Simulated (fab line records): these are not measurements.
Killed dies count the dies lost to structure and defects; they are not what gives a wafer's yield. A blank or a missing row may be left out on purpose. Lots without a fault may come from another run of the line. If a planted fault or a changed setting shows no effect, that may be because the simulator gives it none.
Which of the tools did it?	flow berkeleyCmos170	15 lots, 45 wafers sampled, at 3 steps of a route of 331

== WHAT THE GAUGES SHOWED, per wafer ==
UCB170_WELLDRIVE_THK_MEAS_02. Usual: WELLDRIVE_OXIDE_THK 199 nm, standard deviation 3.8.
lot	measured	on	WELLDRIVE_OXIDE_THK (nm)	flag
L876	day 3 14:02	filmMetro-04	200 200 200	
L875	day 3 15:53	filmMetro-02	208 208 205	
L877	day 3 15:53	filmMetro-04	206 207 207	
L879	day 4 04:56	filmMetro-04	203 206 202	
L878	day 4 08:26	filmMetro-01	195 195 196	
L881	day 4 16:12	filmMetro-01	197 194 199	
L882	day 5 00:47	filmMetro-04	198 201 200	
L886	day 5 10:00	filmMetro-02	200 200 199	
L884	day 5 14:48	filmMetro-04	198 196 200	
L890	day 6 09:41	filmMetro-01	201 199 200	
L894	day 7 04:50	filmMetro-01	195 196 196	
L893	day 7 11:04	filmMetro-04	199 199 197	
L897	day 8 01:35	filmMetro-04	194 197 194	
L896	day 8 05:50	filmMetro-02	201 196 200	
L898	day 8 09:28	filmMetro-04	197 194 195	

UCB170_SACOX_THK_MEAS_02. Usual: SACOX_OXIDE_THK 14.40 nm, standard deviation 0.26.
lot	measured	on	SACOX_OXIDE_THK (nm)	flag
L876	day 4 23:45	filmMetro-04	14.56 14.24 14.59	
L875	day 4 23:45	filmMetro-02	14.74 14.49 14.62	
L877	day 4 23:49	filmMetro-01	14.62 14.70 14.35	
L879	day 5 15:13	filmMetro-01	14.84 14.89 14.65	
L878	day 5 23:05	filmMetro-04	14.14 14.16 13.95	
L881	day 5 23:06	filmMetro-02	14.57 14.21 14.18	
L882	day 6 06:10	filmMetro-02	14.30 14.32 14.55	
L886	day 6 21:46	filmMetro-04	14.29 14.22 14.46	
L884	day 6 21:49	filmMetro-02	14.41 14.42 14.42	
L890	day 7 18:11	filmMetro-02	13.98 14.02 14.11	
L894	day 8 18:09	filmMetro-01	14.50 14.53 14.67	
L893	day 8 22:29	filmMetro-01	14.89 14.86 14.68	
L897	day 9 13:38	filmMetro-04	14.21 14.22 14.15	
L896	day 9 13:37	filmMetro-02	14.14 14.36 14.13	
L898	day 9 19:37	filmMetro-02	14.58 14.46 14.35	

UCB170_GATE_THK_MEAS_05. Usual: GATE_POLY_THK 214.2 nm, standard deviation 1.9.
lot	measured	on	GATE_POLY_THK (nm)	flag
L876	day 5 19:09	filmMetro-02	213.8 211.0 212.1	
L875	day 5 19:05	filmMetro-01	217.9 218.1 215.6	
L877	day 5 19:05	filmMetro-02	213.8 211.9 213.5	
L879	day 6 16:12	filmMetro-02	213.8 214.7 213.1	
L878	day 6 19:20	filmMetro-01	213.9 216.3 215.7	
L881	day 6 19:20	filmMetro-04	216.7 216.1 217.3	
L882	day 7 01:35	filmMetro-02	209.8 210.9 210.2	
L886	day 7 22:59	filmMetro-04	213.0 214.0 213.9	
L884	day 7 22:55	filmMetro-04	215.1 216.9 217.1	
L890	day 8 20:55	filmMetro-01	214.9 213.8 214.6	
L894	day 9 15:16	filmMetro-02	214.4 215.7 215.5	
L893	day 9 21:25	filmMetro-01	214.9 213.7 215.9	
L897	day 10 14:10	filmMetro-04	213.6 215.4 215.5	
L896	day 10 14:08	filmMetro-02	213.3 213.7 213.8	
L898	day 10 14:14	filmMetro-01	212.5 214.4 213.5	

== WHAT TOOL EACH LOT RAN ON (gives the tool, then ch and the chambers of the sampled wafers, and finally the start) ==
There is no process step in the record ahead of these readings.

== AS READ BY THE TOOLS THEMSELVES (means over the sampled wafers that have a number; for cases with no such wafer, the mark the record gives instead) ==
The record holds no such reading with a usual standard deviation.

== THE ANSWER, worked out from the rows above alone ==
Rule: lot off if the mean of its wafers having a number is beyond 3 standard deviations from the usual mean. A lot without any number at a reading at which 4 lots or more have one is off too. Where the step has rows for the other lots, those lots are counted as sound. Order of review: gauges by route order, followed by the tools' own readings, for which a lot's mean as printed above is used. At the first step where some lot is off, the reading lying furthest off is the one used; lots without a number count as furthest.
No lot is off at any reading shown: from this, nothing can be told.

== WHAT HAD BEEN PUT IN BY THE SIMULATOR ==
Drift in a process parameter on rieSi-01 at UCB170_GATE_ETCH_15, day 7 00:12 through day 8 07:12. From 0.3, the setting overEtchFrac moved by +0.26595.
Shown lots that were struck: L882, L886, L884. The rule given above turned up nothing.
